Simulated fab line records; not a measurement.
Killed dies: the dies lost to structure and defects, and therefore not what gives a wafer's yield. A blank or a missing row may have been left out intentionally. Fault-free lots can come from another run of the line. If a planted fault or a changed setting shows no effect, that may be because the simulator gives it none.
What tool caused it?	flow berkeley_cmos170	45 wafers sampled from 15 lots at 1 step of a route of 331

WHAT THE GAUGES READ, wafer by wafer
The record holds no reading of a measuring or inspecting step that can be judged against a usual standard deviation.

WHAT TOOL EACH LOT RAN ON (gives the tool, then ch and the chambers of the sampled wafers, and finally the start)
lot	UCB170_PSD_PEB_04
L218	litho_track-03 ch 0, day 6 01:14
L219	litho_track-04 ch 0, day 6 06:01
L221	litho_track-02 ch 0, day 7 02:35
L225	litho_track-03, day 7 09:55
L223	litho_track-04, day 7 10:07
L224	litho_track-02, day 7 10:11
L226	litho_track-04 ch 0, day 7 10:38
L229	litho_track-04 ch 0, day 8 09:07
L232	litho_track-04 ch 0, day 9 06:27
L233	litho_track-04 ch 0, day 9 06:42
L234	litho_track-04 ch 0, day 9 14:43
L237	litho_track-02 ch 0, day 10 07:05
L236	litho_track-04 ch 0, day 10 13:40
L240	litho_track-02 ch 0, day 11 03:22
L241	litho_track-03 ch 0, day 11 03:36
- UCB170_PSD_PEB_04

WHAT THE TOOLS THEMSELVES READ (means of the sampled wafers that have a number; where no wafer has one, the mark that the record gives instead)
UCB170_PSD_PEB_04. Usual: chill_plate_temp_C 23.01 C, standard deviation 0.11; exhaust_pa 44.9 Pa, standard deviation 0.85.
lot	tool	chill_plate_temp_C (C)	exhaust_pa (Pa)	flag
L218	litho_track-03	22.92	44.8	
L219	litho_track-04	22.81	44.5	
L221	litho_track-02	22.97	44.8	
L225	litho_track-03	-	-	OFF
L223	litho_track-04	-	-	OFF
L224	litho_track-02	-	-	OFF
L226	litho_track-04	23.03	44.7	
L229	litho_track-04	23.11	44.3	
L232	litho_track-04	23.02	44.5	
L233	litho_track-04	23.12	45.6	
L234	litho_track-04	23.06	43.9	
L237	litho_track-02	22.97	44.7	
L236	litho_track-04	23.12	45.3	
L240	litho_track-02	22.97	44.8	
L241	litho_track-03	23.00	43.4	

THE ANSWER, worked out from the rows above alone
Rule: lot off if the mean of its wafers having a number is beyond 3 standard deviations from the usual mean. Also off: a lot with no number at a reading for which 4 or more lots have one. Any other lot the step has rows for is counted as sound. Order of review: gauges by route order, followed by the tools' own readings, for which a lot's mean as printed above is used. The first step at which some lot is off is used, and at that step the reading that is off furthest; a lot without a number counts as furthest.
Off, at UCB170_PSD_PEB_04 on chill_plate_temp_C: L225, L223, L224. Without a number there: L225, L223, L224.
If a tool, at that step or one of the process steps before it, ran each lot that is off and ran no sound lot following the first of them, it fits. None of those tried fits.

WHAT WAS PUT IN BY THE SIMULATOR
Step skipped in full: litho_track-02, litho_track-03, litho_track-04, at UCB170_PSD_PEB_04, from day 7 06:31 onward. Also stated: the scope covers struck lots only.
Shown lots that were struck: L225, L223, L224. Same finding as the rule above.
